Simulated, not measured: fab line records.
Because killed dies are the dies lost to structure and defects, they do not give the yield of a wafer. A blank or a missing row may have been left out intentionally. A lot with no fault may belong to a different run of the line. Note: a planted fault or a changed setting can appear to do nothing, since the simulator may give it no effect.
A struck lot beside a sound one | flow rit cmos | 34 out of 202 route steps
Sound: these wafers, L900.3, L900.5, L900.6. The struck wafers were L890.1, L890.2, L890.3. Last of all comes the cause.
Order at every step that has rows: each side's tool, ch and its chambers, its first start. Under that, the readings that differ: sound wafers | struck wafers | difference of the means | sigmas: that difference in standard deviations of wafers without a fault.
alike: a reading whose means differ by less than 2 such deviations, as well as words and numbers matching on both sides. not compared: withheld readings; readings where some wafer has no value; bounds like >300 that might hide an equal value; numbers whose values overlap and for which the record gives no deviation.
A row with sigmas, a row that says differs or no value, or rows on one side alone: a step with any of these is where the two part. Numbers that have no deviation but don't overlap get no sigmas and don't part them. A reading that every wafer of one side lacks parts them only if that side has two wafers or more.

RIT_PLDD_OVL_MEAS_06:
  sound: overlay-02 at day 6 06:23; struck: overlay-01 at day 4 00:39
  alike: PLDD_OVL
then, 2 steps without rows for these wafers: RIT_PLDD_HARDBAKE_07 (time 60 s); RIT_PLDD_IMPLANT_08.
RIT_PLDD_STRIP_09: strips in O2, time 180 s.
  sound on plasma asher-01 ch 0,1, day 6 06:46; struck on plasma asher-01 ch 0,1, day 4 01:06
  alike: drypump motor current A
  not compared: rf hours counter h
RIT_PLDD_TW_MEAS_10:
  sound: film metro-04 at day 6 06:55; struck: film metro-04 at day 4 01:16
  alike: PLDD_TW
then, 4 steps without rows for these wafers: RIT_SPACER_CLEAN_00 (cleans in SC1, time 600 s); RIT_SPACER_CLEAN_01 (cleans in dHF, time 30 s); RIT_SPACER_CLEAN_02 (cleans in SC2, time 600 s); RIT_SPACER_CVD_03 (deposits Si3N4 from SiH2Cl2/NH3, target thk 250 nm, time 3300 s).
RIT_SPACER_THK_MEAS_04:
  sound: film metro-03 at day 6 09:15; struck: film metro-04 at day 4 03:39
  alike: SPACER_NITRIDE_THK
RIT_SPACER_ETCHBACK_05: etches Si3N4 in SF6/CHF3, stops on SiO2, target depth 250 nm, time 240 s.
  sound on rie diel-01 ch 0,1,2, day 6 09:17; struck on rie diel-02 ch 0,1,2, day 4 03:43
  alike: drypump motor current A, oes product au, throttle valve pct
  not compared: rf hours counter h
then, 1 step without rows for these wafers: RIT_NSD_HMDS_00 (prime time 60 s).
RIT_NSD_COAT_01: resist thk 1000 nm.
  sound on litho track-03 ch 0, day 6 09:38; struck on litho track-03, day 4 04:01
  no value came back on the struck wafers for chill plate temp C (C), dispense pressure kPa (kPa), exhaust pa (Pa); on the sound wafers chill plate temp C (C) reads 22.98 23.02 22.85
then, 4 steps without rows for these wafers: RIT_NSD_SOFTBAKE_02 (time 60 s); RIT_NSD_EXPOSE_03 (exposes mask M9, target cd 40700 nm); RIT_NSD_PEB_04; RIT_NSD_DEVELOP_05 (develop time 50 s).
RIT_NSD_OVL_MEAS_06:
  sound: overlay-01 at day 6 10:18; struck: overlay-02 at day 4 04:50
  reading      | sound        | struck | difference                    | sigmas
  NSD_OVL (nm) | -0.3 1.0 0.2 | - - -  | no value on the struck wafers |
then, 2 steps without rows for these wafers: RIT_NSD_HARDBAKE_07 (time 60 s); RIT_NSD_IMPLANT_08.
RIT_NSD_STRIP_09: strips in O2, time 180 s.
  sound on plasma asher-03 ch 0,1, day 6 10:41; struck on plasma asher-04 ch 0,1, day 4 05:10
  alike: drypump motor current A
  not compared: rf hours counter h
RIT_NSD_TW_MEAS_10:
  sound: film metro-01 at day 6 10:49; struck: film metro-01 at day 4 05:20
  alike: NSD_TW
then, 6 steps without rows for these wafers: RIT_PSD_HMDS_00 (prime time 60 s); RIT_PSD_COAT_01 (resist thk 1000 nm); RIT_PSD_SOFTBAKE_02 (time 60 s); RIT_PSD_EXPOSE_03 (exposes mask M10, target cd 40900 nm); RIT_PSD_PEB_04; RIT_PSD_DEVELOP_05 (develop time 50 s).
RIT_PSD_OVL_MEAS_06:
  sound: overlay-02 at day 6 11:44; struck: overlay-01 at day 4 06:21
  alike: PSD_OVL
then, 2 steps without rows for these wafers: RIT_PSD_HARDBAKE_07 (time 60 s); RIT_PSD_IMPLANT_08.
RIT_PSD_STRIP_09: strips in O2, time 180 s.
  sound on plasma asher-03 ch 0,1, day 6 12:14; struck on plasma asher-04 ch 0,1, day 4 06:41
  alike: drypump motor current A
  not compared: rf hours counter h
RIT_PSD_TW_MEAS_10:
  sound: film metro-04 at day 6 12:22; struck: film metro-03 at day 4 07:05
  reading | sound          | struck         | difference | sigmas
  PSD_TW  | 3445 3464 3441 | 3596 3617 3608 | +157       | +6
  not compared: hold
RIT_M1_PROBE_99:
  sound: prober-01 at day 6 20:35; struck: prober-02 at day 4 20:23
  reading             | sound | struck                                                               | difference                   | sigmas
  hold                | - - - | await dispo/1.2h/scrap await dispo/1.2h/scrap await dispo/1.2h/scrap | no value on the sound wafers |
  killed at front end | 3 5 3 | 264 264 264                                                          | +260                         | +87
  killed dies         | 3 5 3 | 264 264 264                                                          | +260                         | +87
  killed on rim       | 0 0 2 | 70 70 70                                                             | +69                          | +46
  alike: killed at contacts, killed open, killed short

WHERE THEY PART
At RIT_NSD_COAT_01 first; at RIT_M1_PROBE_99 last (within this record only).

WHY: what the simulator had put in
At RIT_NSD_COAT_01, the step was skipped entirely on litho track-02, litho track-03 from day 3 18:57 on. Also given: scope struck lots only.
